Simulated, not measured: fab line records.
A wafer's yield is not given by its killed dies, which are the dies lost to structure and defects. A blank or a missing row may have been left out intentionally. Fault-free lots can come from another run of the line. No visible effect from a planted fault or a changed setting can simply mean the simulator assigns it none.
Which tool did it?	flow rit-cmos	42 wafers from 14 lots sampled at 5 of the route's 202 steps

WHAT EACH GAUGE READ, for each wafer
No reading from a measuring or inspecting step in the record can be judged against a usual standard deviation.

EACH LOT AND THE TOOL THAT RAN IT (in order: tool; ch and the chambers of the sampled wafers; start)
lot	RIT_NWELL_SOFTBAKE_02	RIT_PWELL_STRIP_09	RIT_PRETRO_STRIP_09	RIT_PSD_STRIP_09	RIT_M1_PROBE_99
L386	litho-track-01 ch 0, day 1 21:08	plasma-asher-02 ch 0,1, day 1 23:59	plasma-asher-03 ch 0, day 2 10:26	plasma-asher-02 ch 0,1, day 3 07:17	-
L387	litho-track-02 ch 0, day 2 02:18	plasma-asher-01 ch 0,1, day 2 05:11	plasma-asher-03 ch 0,1, day 2 13:37	plasma-asher-02 ch 0,1, day 3 09:49	-
L388	litho-track-04 ch 0, day 2 06:22	plasma-asher-03 ch 0,1, day 2 10:45	plasma-asher-04 ch 0,1, day 2 19:16	plasma-asher-02 ch 0,1, day 3 13:38	-
L389	litho-track-04 ch 0, day 2 10:38	plasma-asher-01 ch 0,1, day 2 13:19	plasma-asher-01 ch 0,1, day 2 22:40	plasma-asher-02 ch 1, day 3 18:25	-
L390	litho-track-01 ch 0, day 2 16:42	plasma-asher-02 ch 0,1, day 2 19:31	plasma-asher-03 ch 0,1, day 3 04:04	plasma-asher-04 ch 0,1, day 3 21:36	-
L391	litho-track-01 ch 0, day 2 20:50	plasma-asher-03 ch 0,1, day 2 23:30	plasma-asher-04 ch 0,1, day 3 09:37	plasma-asher-01 ch 0,1, day 4 02:35	-
L392	litho-track-01 ch 0, day 3 02:49	plasma-asher-02 ch 0,1, day 3 05:23	plasma-asher-01 ch 0,1, day 3 14:17	plasma-asher-04 ch 1, day 4 06:43	prober-01, day 4 14:38
L396	litho-track-02 ch 0, day 3 22:10	plasma-asher-03 ch 0,1, day 4 00:53	plasma-asher-01 ch 0,1, day 4 09:19	plasma-asher-04 ch 0,1, day 5 02:27	prober-01, day 5 10:37
L397	litho-track-04 ch 0, day 4 02:52	plasma-asher-02 ch 0,1, day 4 05:32	plasma-asher-03 ch 0,1, day 4 15:22	plasma-asher-04 ch 0,1, day 5 09:19	prober-02, day 5 17:43
L398	litho-track-04 ch 0, day 4 08:47	plasma-asher-02 ch 0, day 4 11:20	plasma-asher-03 ch 0,1, day 4 19:58	plasma-asher-04 ch 0, day 5 12:27	prober-01, day 5 20:26
L400	litho-track-02 ch 0, day 4 18:43	plasma-asher-03 ch 0, day 4 21:22	plasma-asher-04 ch 0,1, day 5 06:12	plasma-asher-04 ch 0,1, day 5 22:53	prober-01, day 6 09:26
L401	litho-track-02 ch 0, day 5 00:10	plasma-asher-02 ch 0,1, day 5 03:05	plasma-asher-01 ch 0,1, day 5 12:11	plasma-asher-04 ch 0,1, day 6 08:28	prober-02, day 6 16:43
L402	litho-track-04 ch 0, day 5 06:25	plasma-asher-01 ch 0,1, day 5 09:14	plasma-asher-01 ch 0,1, day 5 18:49	plasma-asher-02 ch 0,1, day 6 17:11	prober-01, day 7 03:11
L403	litho-track-04 ch 0, day 5 10:33	plasma-asher-03 ch 0, day 5 13:20	plasma-asher-04 ch 0,1, day 5 22:10	plasma-asher-02 ch 0,1, day 6 18:39	-
- RIT_NWELL_SOFTBAKE_02: time 60 s.
- RIT_PWELL_STRIP_09: strips in O2, time 180 s.
- RIT_PRETRO_STRIP_09: strips in O2, time 180 s.
- RIT_PSD_STRIP_09: strips in O2, time 180 s.
- RIT_M1_PROBE_99

AS READ BY THE TOOLS THEMSELVES (means over the sampled wafers that have a number; for cases with no such wafer, the mark the record gives instead)
RIT_NWELL_SOFTBAKE_02.
lot	tool	heater-power-total-W (W)	run-length-s (s)
L386	litho-track-01	34.56	89.08
L387	litho-track-02	34.55	89.27
L388	litho-track-04	34.58	89.22
L389	litho-track-04	34.54	89.33
L390	litho-track-01	34.53	89.18
L391	litho-track-01	34.60	89.12
L392	litho-track-01	34.59	89.26
L396	litho-track-02	34.57	89.27
L397	litho-track-04	34.56	89.25
L398	litho-track-04	34.54	89.25
L400	litho-track-02	34.59	89.21
L401	litho-track-02	34.59	89.39
L402	litho-track-04	34.56	95.43
L403	litho-track-04	34.48	95.49

RIT_PWELL_STRIP_09.
lot	tool	drypump-motor-current-A (A)
L386	plasma-asher-02	5.8
L387	plasma-asher-01	5.9
L388	plasma-asher-03	5.3
L389	plasma-asher-01	5.9
L390	plasma-asher-02	6.1
L391	plasma-asher-03	5.6
L392	plasma-asher-02	5.8
L396	plasma-asher-03	5.6
L397	plasma-asher-02	6.1
L398	plasma-asher-02	5.4
L400	plasma-asher-03	5.7
L401	plasma-asher-02	5.8
L402	plasma-asher-01	6.0
L403	plasma-asher-03	5.8

RIT_PRETRO_STRIP_09.
lot	tool	drypump-motor-current-A (A)
L386	plasma-asher-03	5.8
L387	plasma-asher-03	5.3
L388	plasma-asher-04	6.2
L389	plasma-asher-01	6.0
L390	plasma-asher-03	5.6
L391	plasma-asher-04	5.7
L392	plasma-asher-01	5.9
L396	plasma-asher-01	5.9
L397	plasma-asher-03	5.5
L398	plasma-asher-03	5.6
L400	plasma-asher-04	5.7
L401	plasma-asher-01	6.1
L402	plasma-asher-01	6.0
L403	plasma-asher-04	6.1

RIT_PSD_STRIP_09.
lot	tool	drypump-motor-current-A (A)
L386	plasma-asher-02	6.1
L387	plasma-asher-02	6.1
L388	plasma-asher-02	5.7
L389	plasma-asher-02	6.5
L390	plasma-asher-04	5.7
L391	plasma-asher-01	6.1
L392	plasma-asher-04	5.2
L396	plasma-asher-04	5.7
L397	plasma-asher-04	5.7
L398	plasma-asher-04	6.6
L400	plasma-asher-04	6.1
L401	plasma-asher-04	6.1
L402	plasma-asher-02	5.8
L403	plasma-asher-02	6.1

RIT_M1_PROBE_99.
lot	tool	killed-at-contacts	killed-at-front-end	killed-dies	killed-open	killed-short
L392	prober-01	0.0	8.0	8.0	4.7	3.3
L396	prober-01	0.0	2.7	2.7	2.3	0.3
L397	prober-02	0.0	5.7	5.7	2.7	3.0
L398	prober-01	0.0	6.3	6.3	3.7	2.7
L400	prober-01	0.3	6.0	6.3	3.7	2.7
L401	prober-02	0.0	10.0	10.0	4.7	5.3
L402	prober-01	0.0	8.7	8.7	4.3	4.3

THE ANSWER, worked out from the rows above alone
Rule: what is usual is taken from the lots themselves. Put in order of their means at a reading, lots are off if they are a third of the lots or fewer, leave a main group of 4 or more, and stand apart from it by a gap of 3 or more times the standard deviation of the main group's means; of several such gaps the widest counts. The tables above print the reading to a certain number of digits; a main group whose means all agree to those digits is not used. A lot without any number at a reading at which 4 lots or more have one is off too. The other lots that the step has rows for count as sound. The gauges are gone through in route order, then the tools' own readings, and for those a lot's mean is taken as printed above. The first step at which some lot is off is used, and at that step the reading that is off furthest; a lot without a number counts as furthest.
Off: L402, L403, at RIT_NWELL_SOFTBAKE_02 (run-length-s). The main group has a mean of 89.24 s with a standard deviation of 0.08.
A tool fits if, at that step or a process step before it, it ran every lot that is off, and no sound lot after the first of them. One candidate fits, namely litho-track-04 at RIT_NWELL_SOFTBAKE_02. A fault onset in the window from L398 (day 4 08:47, its last sound lot) to L402 (day 5 06:25, its first lot off) fits.
On the lots that are off, the tool's own readings at RIT_NWELL_SOFTBAKE_02 differ by more than 5 times the standard deviation of the sound lots' means, which bears it out; run-length-s reads 95.46 s there versus 89.24 s on the sound lots.

WHAT HAD BEEN PUT IN BY THE SIMULATOR
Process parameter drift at RIT_NWELL_SOFTBAKE_02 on litho-track-04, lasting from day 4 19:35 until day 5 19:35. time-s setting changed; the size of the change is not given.
Struck lots among those shown: L402, L403. Same finding as the rule above.
